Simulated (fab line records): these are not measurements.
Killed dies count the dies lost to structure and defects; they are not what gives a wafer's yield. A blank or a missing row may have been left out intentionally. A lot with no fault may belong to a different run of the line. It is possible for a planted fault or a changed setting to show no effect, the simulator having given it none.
fab line records	flow rit-cmos
[record] lots = 13	wafers = 39	last-day = 7
route steps=202 shown ACTIVE@9
lots untouched by any fault: they come from a run of this same line in which no faults occurred
start-h: hours from the record's opening day to when the first of the lot's shown wafers began	wait-h: how many hours have passed since the lot's step before this one	" repeats the value in the row above	L1.1+2: one row covering several wafers at once	- no value, or no start given	* or withheld: withheld	< > ~ a bound
route shown NAME@n: a module of which the file shows steps, and the number in the route of the first	usual: mean/standard deviation of fault-free wafers	same: alike in all rows	chamber/n: place in a boat	sites: per-site readings	_std_site: how widely they spread, as a standard deviation	_edge_site: inner sites' mean taken away from outer sites' mean	radius-mm: for every site, how far away it sits from the centre of the wafer	mask NAME#n: copy n	behind: tool/chamber where the wafer was last shaped	hold: cause of the lot's hold/its duration in hours/its outcome	device: the n, p or np transistor that did not switch	end of line: tests run on the same wafers once the route is complete	a step given without rows: its recipe and nothing more	killed: the dies lost at the first sort to structure and to defects; this is not the yield of the wafer	map: a wafer's dies, x killed, . not, _ none there
set.NAME: the setting that was run; set.NAME@STEP: the one run at that earlier step	model.NAME: the simulator's own value behind a step, which no gauge read
the route's steps for a sample of lots (tables are steps, rows are wafers)
services: a tool's chamber out of use, with start hour (start-h, from the record's first day; less than 0 if before it), hours out, and reason
[[steps]]
[step RIT_ACTIVE_EXPOSE_08]
[recipe] mask-id = M1	na = 0.6	source-shape = conventional	sigma-outer = 0.6	target-cd-nm = 1400	dose-mj = 225
[usual] exposure-dose-mJ-cm2 = 225.02/0.23
lot.wafer	tool	chamber	start-h	wait-h	mask	exposure-dose-mJ-cm2
L145.2	iline-stepper-01	0	14.39	0.1	M1#0	225.14
L145.4	"	0	"	"	M1#0	225.02
L145.6	"	0	"	"	M1#0	225.43
L146.3	iline-stepper-01	0	19.17	0.2	M1#0	224.82
L146.5	"	0	"	"	M1#0	225.23
L146.6	"	0	"	"	M1#0	225.36
L147.1	iline-stepper-02	0	24.16	0.2	M1#0	225.01
L147.2	"	0	"	"	M1#0	225.00
L147.5	"	0	"	"	M1#0	224.76
L148.1	iline-stepper-01	0	29.16	0.2	M1#0	224.93
L148.2	"	0	"	"	M1#0	224.78
L148.3	"	0	"	"	M1#0	224.62
L151.1	iline-stepper-02	0	44.30	0.2	M1#0	224.82
L151.2	"	0	"	"	M1#0	224.62
L151.4	"	0	"	"	M1#0	224.84
L152.3	iline-stepper-01	0	51.11	0.2	M1#0	225.24
L152.5	"	0	"	"	M1#0	225.09
L152.6	"	0	"	"	M1#0	224.87
L153.3	iline-stepper-01	0	54.08	0.1	M1#0	224.65
L153.4	"	0	"	"	M1#0	224.99
L153.5	"	0	"	"	M1#0	225.02
L154.3	iline-stepper-02	0	59.55	0.2	M1#0	225.08
L154.4	"	0	"	"	M1#0	225.30
L154.5	"	0	"	"	M1#0	225.37
L155.1	iline-stepper-02	0	65.44	0.1	M1#0	225.13
L155.4	"	0	"	"	M1#0	224.81
L155.5	"	0	"	"	M1#0	224.95
L156.1	iline-stepper-01	0	69.17	0.2	M1#0	224.88
L156.4	"	0	"	"	M1#0	224.98
L156.5	"	0	"	"	M1#0	224.68
L157.1	iline-stepper-01	0	75.83	0.1	M1#0	225.03
L157.5	"	0	"	"	M1#0	224.97
L157.6	"	0	"	"	M1#0	224.97
L161.1	iline-stepper-01	0	96.24	0.2	M1#0	217.78
L161.3	"	0	"	"	M1#0	218.08
L161.5	"	0	"	"	M1#0	217.76
L167.3	iline-stepper-02	0	124.08	0.1	M1#0	224.92
L167.4	"	0	"	"	M1#0	225.12
L167.5	"	0	"	"	M1#0	224.92
[step RIT_ACTIVE_CD_MEAS_11]
[recipe] target-cd-nm = 1400
[usual] cd-nm = 1399.7/2.3
lot.wafer	tool	chamber	start-h	wait-h	cd-nm
L145.2	cd-sem-01	-	14.79	-	1402.8
L145.4	"	-	"	"	1401.8
L145.6	"	-	"	"	1400.2
L146.3	cd-sem-02	-	19.58	-	1397.7
L146.5	"	-	"	"	1401.6
L146.6	"	-	"	"	1400.3
L147.1	cd-sem-01	-	24.56	-	1396.5
L147.2	"	-	"	"	1395.0
L147.5	"	-	"	"	1397.3
L148.1	cd-sem-02	-	29.56	-	1395.9
L148.2	"	-	"	"	1397.5
L148.3	"	-	"	"	1396.9
L151.1	cd-sem-01	-	44.70	-	1396.8
L151.2	"	-	"	"	1398.5
L151.4	"	-	"	"	1395.5
L152.3	cd-sem-02	-	51.52	-	1400.3
L152.5	"	-	"	"	1399.0
L152.6	"	-	"	"	1398.4
L153.3	cd-sem-01	-	54.48	-	1396.2
L153.4	"	-	"	"	1395.8
L153.5	"	-	"	"	1395.6
L154.3	cd-sem-02	-	59.95	-	1402.6
L154.4	"	-	"	"	1401.7
L154.5	"	-	"	"	1400.6
L155.1	cd-sem-02	-	65.84	-	1401.8
L155.4	"	-	"	"	1399.3
L155.5	"	-	"	"	1399.1
L156.1	cd-sem-02	-	69.56	-	1398.1
L156.4	"	-	"	"	1400.2
L156.5	"	-	"	"	1401.0
L157.1	cd-sem-02	-	76.23	-	1396.5
L157.5	"	-	"	"	1398.8
L157.6	"	-	"	"	1396.5
L161.1	cd-sem-01	-	96.64	-	1385.1
L161.3	"	-	"	"	1299.5
L161.5	"	-	"	"	1388.3
L167.3	cd-sem-02	-	124.48	-	1402.2
L167.4	"	-	"	"	1401.4
L167.5	"	-	"	"	1401.0
[[services]]
tool	chamber	start-h	hours	kind
iline-stepper-02	-	9.02	10.7	repair
iline-stepper-01	-	19.76	1.7	pm
iline-stepper-02	-	81.00	2.1	pm
iline-stepper-02	-	83.08	-	consumable-replace:lamp
[[key]]
[first-sign] step = RIT_ACTIVE_EXPOSE_08	reading = exposure-dose-mJ-cm2	direction = down	sigmas = 31	usual = 225.02	struck = 217.87
[effect] step = RIT_ACTIVE_CD_MEAS_11	reading = cd-nm	direction = down	sigmas = 18	usual = 1399.7	struck = 1357.6	through = control-loop
met-at RIT_ACTIVE_EXPOSE_08
struck-lots L161
tester-left-out L161
[loop-trim] step = RIT_ACTIVE_EXPOSE_08	setting = dose	lots = L161
onset-between 75.83 96.24
[fault] kind = process-parameter-drift	tool = iline-stepper-01	chamber = -	onset-h = 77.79	steps = RIT_ACTIVE_EXPOSE_08	channel = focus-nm	offset = 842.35	spread-by-wafer = 0.3	shape = step	end-h = 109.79
// tester-left-out: of these lots the tester's yield and bins aren't shown, on N5 and GAA mostly nor the transistor test; their killed dies are dies lost to structure and defects alone, not to doping, threshold or leakage, so they don't give the yield
// loop-trim: a control loop set the setting to another value than it would have without faults
